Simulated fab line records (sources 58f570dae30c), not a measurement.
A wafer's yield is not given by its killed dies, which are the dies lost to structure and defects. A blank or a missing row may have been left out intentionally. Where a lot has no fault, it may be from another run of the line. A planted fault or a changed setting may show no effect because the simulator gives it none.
fab line records	flow berkeley-cmos170
record: lots: 5	wafers: 27
route steps=331 shown M3@327
start-h: hours from the record's first day to the start of the lot's first wafer shown	wait-h: hours since the lot's step before	" unchanged from the row above	L1.1+2: a row that stands for several wafers	- no value, or no start was given	* or withheld: withheld	< > ~ a bound
route shown NAME@n: NAME is a module with steps in the file, n the number in the route of the first one	usual: average and standard deviation across the fault-free wafers	same: alike in all rows	chamber/n: place in a boat	sites: per-site readings	_std_site: the values' standard deviation	_edge_site: mean of outer sites minus mean of inner sites	radius-mm: for every site, how far away it sits from the centre of the wafer	mask NAME#n: copy n	behind: the most recent tool/chamber to have shaped the wafer	hold: cause of the lot's hold/its duration in hours/its outcome	device: names the non-switching transistor (n, p or np)	end of line: the tests these same wafers got at the end of their route	where a step has no rows: the recipe by itself	killed: at the first sort, the dies lost to defects and structure; wafer yield is something else	map: per-die view of a wafer (x killed, . not killed, _ where there is no die)
set.NAME: the setting that was run; set.NAME@STEP: the one run at that earlier step	model.NAME: the simulator's own value behind a step, which no gauge read
lots whose settings were changed on purpose; a table a step, a row a wafer
== steps ==
step: UCB170_M3_METAL_ETCH_18
recipe: chemistry: Cl2/BCl3	target: Al	stop-on: SiO2	pressure-mtorr: 12	target-depth-a: 11700	over-etch-frac: 0.3	time-s: 195	icp-w: 600	bias-w: 120	Cl2_flow_sccm: 90	bcl3-flow-sccm: 45
usual: oes-product-au: 0.860/0.01
lot.wafer	tool	chamber	start-h	wait-h	set.target-depth-a	oes-product-au	model.M3.feature-depth-nm	model.etch.depth-nm	model.SiO2_of_V2_CVD_00.thk-nm
L075.1	rie-metal-02	1	211.35	-	11700	0.855	953.7	898.2	938.4
L075.2	"	0	"	"	11700	0.834	926	869.9	938.1
L075.3	"	0	"	"	14090	0.759	954.2	885.6	924.8
L075.4	"	1	"	"	14090	0.780	952.4	883.1	922.6
L075.5	"	1	"	"	11700	0.856	941.1	885.7	937.9
L075.6	"	0	"	"	14090	0.769	963.4	894.8	925.8
L078.1	rie-metal-04	1	224.69	-	7481	0.983	727.2	727.2	957.8
L078.2	"	0	"	"	11700	0.854	961.5	905.7	937.6
L078.3	"	1	"	"	7481	0.969	729.3	729.3	958.5
L078.4	"	0	"	"	11700	0.862	969.2	912.6	938.1
L078.5	"	1	"	"	11700	0.855	955.1	900.2	938.2
L078.6	"	0	"	"	7481	0.993	742.6	742.6	957.9
L079.1	rie-metal-04	0	227.87	-	17320	0.692	987.8	899.2	905.3
L079.2	"	1	"	"	11700	0.848	956.1	901	939.4
L079.3	"	1	"	"	11700	0.851	952.6	897.1	938.6
L079.4	"	0	"	"	11700	0.856	977	920.5	937.9
L079.5	"	0	"	"	17320	0.690	988	899.7	906.1
L079.6	"	1	"	"	17320	0.705	992.4	904.6	907.4
L081.1	rie-metal-04	1	245.13	-	11700	0.847	951.4	895.5	940.4
L081.4	"	1	"	"	11700	0.847	947.1	891.6	939.8
L081.5	"	0	"	"	11700	0.847	951.2	895.1	938.4
L083.1	rie-metal-02	0	257.53	-	9498	0.961	948.6	903.1	950.2
L083.2	"	1	"	"	9498	0.977	951.9	906.6	949.8
L083.3	"	0	"	"	11700	0.859	971.1	915	939.4
L083.4	"	1	"	"	11700	0.870	968.1	912.2	939.6
L083.5	"	0	"	"	11700	0.854	971.8	916.2	939.4
L083.6	"	1	"	"	9498	0.978	961.1	915.5	949.7
step: UCB170_M3_STRIP_19
recipe: chemistry: O2	power-w: 400	pressure-mtorr: 3500	platen-temp-c: withheld	o2-flow-sccm: 400	overash-fraction: 0.5
usual: oes-product-au: 0.541/0.014
lot.wafer	tool	chamber	start-h	wait-h	set.target-depth-a@M3_METAL_ETCH_18	oes-product-au
L075.1	plasma-asher-02	1	211.54	0.1	11700	0.545
L075.2	"	0	"	"	11700	0.542
L075.3	"	1	"	"	14090	0.402
L075.4	"	0	"	"	14090	0.402
L075.5	"	1	"	"	11700	0.546
L075.6	"	0	"	"	14090	0.408
L078.1	plasma-asher-02	1	224.88	0.1	7481	0.722
L078.2	"	0	"	"	11700	0.551
L078.3	"	1	"	"	7481	0.723
L078.4	"	0	"	"	11700	0.544
L078.5	"	1	"	"	11700	0.570
L078.6	"	0	"	"	7481	0.715
L079.1	plasma-asher-02	1	228.05	0.1	17320	0.319
L079.2	"	0	"	"	11700	0.561
L079.3	"	1	"	"	11700	0.550
L079.4	"	0	"	"	11700	0.537
L079.5	"	0	"	"	17320	0.316
L079.6	"	1	"	"	17320	0.320
L081.1	plasma-asher-01	1	245.31	0.1	11700	0.559
L081.4	"	0	"	"	11700	0.554
L081.5	"	0	"	"	11700	0.554
L083.1	plasma-asher-02	1	257.72	0.1	9498	0.679
L083.2	"	0	"	"	9498	0.673
L083.3	"	1	"	"	11700	0.540
L083.4	"	0	"	"	11700	0.546
L083.5	"	0	"	"	11700	0.555
L083.6	"	1	"	"	9498	0.670
step: UCB170_M3_CD_MEAS_90
recipe: target-cd-nm: 700
usual: cd-nm: 701/3.8
lot.wafer	tool	chamber	start-h	wait-h	set.target-depth-a@M3_METAL_ETCH_18	cd-nm
L075.1	cd-sem-01	-	211.64	0.1	11700	700
L075.2	"	-	"	"	11700	709
L075.3	"	-	"	"	14090	698
L075.4	"	-	"	"	14090	692
L075.5	"	-	"	"	11700	702
L075.6	"	-	"	"	14090	696
L078.1	cd-sem-01	-	224.98	0.1	7481	718
L078.2	"	-	"	"	11700	705
L078.3	"	-	"	"	7481	719
L078.4	"	-	"	"	11700	705
L078.5	"	-	"	"	11700	701
L078.6	"	-	"	"	7481	722
L079.1	cd-sem-02	-	228.15	0.1	17320	683
L079.2	"	-	"	"	11700	708
L079.3	"	-	"	"	11700	706
L079.4	"	-	"	"	11700	708
L079.5	"	-	"	"	17320	683
L079.6	"	-	"	"	17320	686
L081.1	cd-sem-01	-	245.41	0.1	11700	704
L081.4	"	-	"	"	11700	701
L081.5	"	-	"	"	11700	704
L083.1	cd-sem-02	-	257.82	0.1	9498	707
L083.2	"	-	"	"	9498	705
L083.3	"	-	"	"	11700	703
L083.4	"	-	"	"	11700	696
L083.5	"	-	"	"	11700	699
L083.6	"	-	"	"	9498	705
step: UCB170_M3_PROBE_99
lot.wafer	tool	chamber	start-h	wait-h	set.ox-time-s@FIELD_OXIDATION_01	set.time-s@SPACER_CVD_00	model.etest.pldd.rs-ohm-sq	model.etest.nldd.rs-ohm-sq	model.etest.nmos_0p6.r-on-ohm-um	model.etest.pldd.width-nm
L075.1	prober-01	-	211.88	0.1	8858	47	1218	828.6	2634	515.7
L075.5	prober-01	-	212.08	0.2	8858	47	1212	819.8	2630	512
L075.6	prober-01	-	212.13	0.2	8858	47	1203	814.6	2601	509.1
L078.1	prober-01	-	225.22	0.1	10800	72.91	1131	781	-	403.4
L078.2	prober-01	-	225.27	0.1	10800	72.91	1135	782.6	-	390.2
L078.3	prober-01	-	225.32	0.2	10800	47	1071	778.6	2328	391.1
L078.4	prober-01	-	225.37	0.2	10800	47	1053	776.8	2293	393.6
L078.5	prober-01	-	225.42	0.2	10800	72.91	-	-	-	-
L078.6	prober-01	-	225.47	0.2	10800	47	1097	780.1	2320	406.2
L079.1	prober-01	-	228.39	0.1	7200	28.32	68.37	46.15	-	612.2
L079.2	prober-01	-	228.44	0.1	7200	47	1305	836.3	2807	610.2
L079.3	prober-01	-	228.49	0.2	7200	28.32	69.46	47.27	1935	608.2
L079.4	prober-01	-	228.54	0.2	7200	47	1307	839.7	2862	608.9
L079.5	prober-01	-	228.59	0.2	7200	28.32	69.34	47.26	1962	620.6
L079.6	prober-01	-	228.64	0.2	7200	47	1299	839.7	2802	614
L081.1	prober-01	-	245.65	0.1	7200	47	1106	767.3	2284	625.8
L081.4	prober-01	-	245.80	0.2	7200	47	1114	775.4	2312	626.9
L081.5	prober-01	-	245.85	0.2	7200	47	1114	776.5	2326	634.3
L083.1	prober-01	-	258.06	0.1	9549	47	1313	823.5	2803	481.2
L083.2	prober-01	-	258.11	0.1	9549	33.88	114.9	163	2148	473.2
L083.3	prober-01	-	258.16	0.2	9549	47	1286	816.6	2776	457.1
L083.4	prober-01	-	258.21	0.2	9549	33.88	111.5	146.8	2136	464.4
L083.5	prober-01	-	258.26	0.2	9549	47	1314	823.6	2838	467.2
L083.6	prober-01	-	258.31	0.2	9549	33.88	116.6	176.2	2183	463
killed by level:class
L081.1 PFIELD:coat-microbubble-printed=2 SILICIDE:geometric-particle:open=1 V1:geometric-particle:short=1
L081.4 SPACER:geometric-particle:short=1 M1:geometric-particle:short=1
L081.5 M2:geometric-particle:short=1
== key ==
split: step: UCB170_M3_METAL_ETCH_18	setting: target-depth-a	stated: 11700	by: wafer
response: step: UCB170_M3_METAL_ETCH_18	reading: oes-product-au	change: -0.00358	per: 1%	r: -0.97
response: step: UCB170_M3_METAL_ETCH_18	reading: model.M3.feature-depth-nm	shape: bent	at-lowest: 733.1	at-stated: 956.9	at-highest: 989.4
response: step: UCB170_M3_METAL_ETCH_18	reading: model.etch.depth-nm	shape: bent	at-lowest: 733.1	at-stated: 901.1	at-highest: 901.2
response: step: UCB170_M3_METAL_ETCH_18	reading: model.SiO2_of_V2_CVD_00.thk-nm	change: -0.629	per: 1%	r: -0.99
response: step: UCB170_M3_STRIP_19	reading: oes-product-au	change: -0.00509	per: 1%	r: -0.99
response: step: UCB170_M3_CD_MEAS_90	reading: cd-nm	change: -0.453	per: 1%	r: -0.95
split outside-this-file step=UCB170_FIELD_OXIDATION_01 setting=ox-time-s
split outside-this-file step=UCB170_SPACER_CVD_00 setting=time-s
split outside-this-file: this setting was split too, and the file shows its column; the key of that split is in another file
